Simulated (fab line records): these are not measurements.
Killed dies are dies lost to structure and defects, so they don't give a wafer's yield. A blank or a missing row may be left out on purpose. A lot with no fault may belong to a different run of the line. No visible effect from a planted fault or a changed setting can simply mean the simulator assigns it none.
Which tool is to blame?	flow berkeleyCmos170	Sampling: 7 lots, 21 wafers, 3 of 331 route steps

WHAT THE GAUGES READ, wafer by wafer
UCB170_V2_CD_MEAS_12: the cd target is 700 nm.
lot	measured	on	cdNm (nm)
L602	day 7 18:19	cdSem-01	700.1 700.9 700.7
L605	day 8 11:38	cdSem-01	700.4 698.5 700.8
L608	day 8 23:49	cdSem-01	701.3 702.8 702.3
L615	day 10 16:14	cdSem-01	698.7 701.8 699.4
L618	day 11 09:08	cdSem-02	702.1 700.9 703.1
L621	day 11 09:37	cdSem-02	699.8 700.3 699.6
L623	day 12 14:52	cdSem-02	702.6 700.8 701.7

WHAT TOOL EACH LOT RAN ON (gives the tool, then ch and the chambers of the sampled wafers, and finally the start)
lot	UCB170_CONTACT_CLEAN_00	UCB170_V2_CMP_02
L602	wetBench-01 ch 3, day 6 19:20	cmp-02 ch 0,1, day 7 16:24
L605	wetBench-03 ch 2, day 7 16:29	cmp-02 ch 0,1,3, day 8 10:04
L608	wetBench-01 ch 1, day 8 03:11	cmp-02 ch 1,2,3, day 8 22:04
L615	wetBench-04 ch 1, day 9 20:58	cmp-02 ch 0,2,3, day 10 14:23
L618	wetBench-01 ch 1, day 10 12:56	cmp-01 ch 0,2,3, day 11 07:19
L621	wetBench-01 ch 0, day 10 13:47	cmp-01 ch 1,2, day 11 07:46
L623	wetBench-01 ch 2, day 11 18:05	cmp-01 ch 0,2,3, day 12 11:55
- UCB170_CONTACT_CLEAN_00: cleans in SPM, time 600 s.
- UCB170_V2_CMP_02: polishes SiO2.

THE ANSWER, worked out from the rows above alone
Rule: the usual values come from the lots themselves. Put in order of their means at a reading, lots are off if they are a third of the lots or fewer, leave a main group of 4 or more, and stand apart from it by a gap of 3 or more times the standard deviation of the main group's means; of several such gaps the widest counts. The tables above print the reading to a certain number of digits; a main group whose means all agree to those digits is not used. Also off: a lot with no number at a reading for which 4 or more lots have one. The other lots that the step has rows for count as sound.
Across all readings shown, no lot is off: no conclusion can be drawn from this.

WHAT THE SIMULATOR PUT IN
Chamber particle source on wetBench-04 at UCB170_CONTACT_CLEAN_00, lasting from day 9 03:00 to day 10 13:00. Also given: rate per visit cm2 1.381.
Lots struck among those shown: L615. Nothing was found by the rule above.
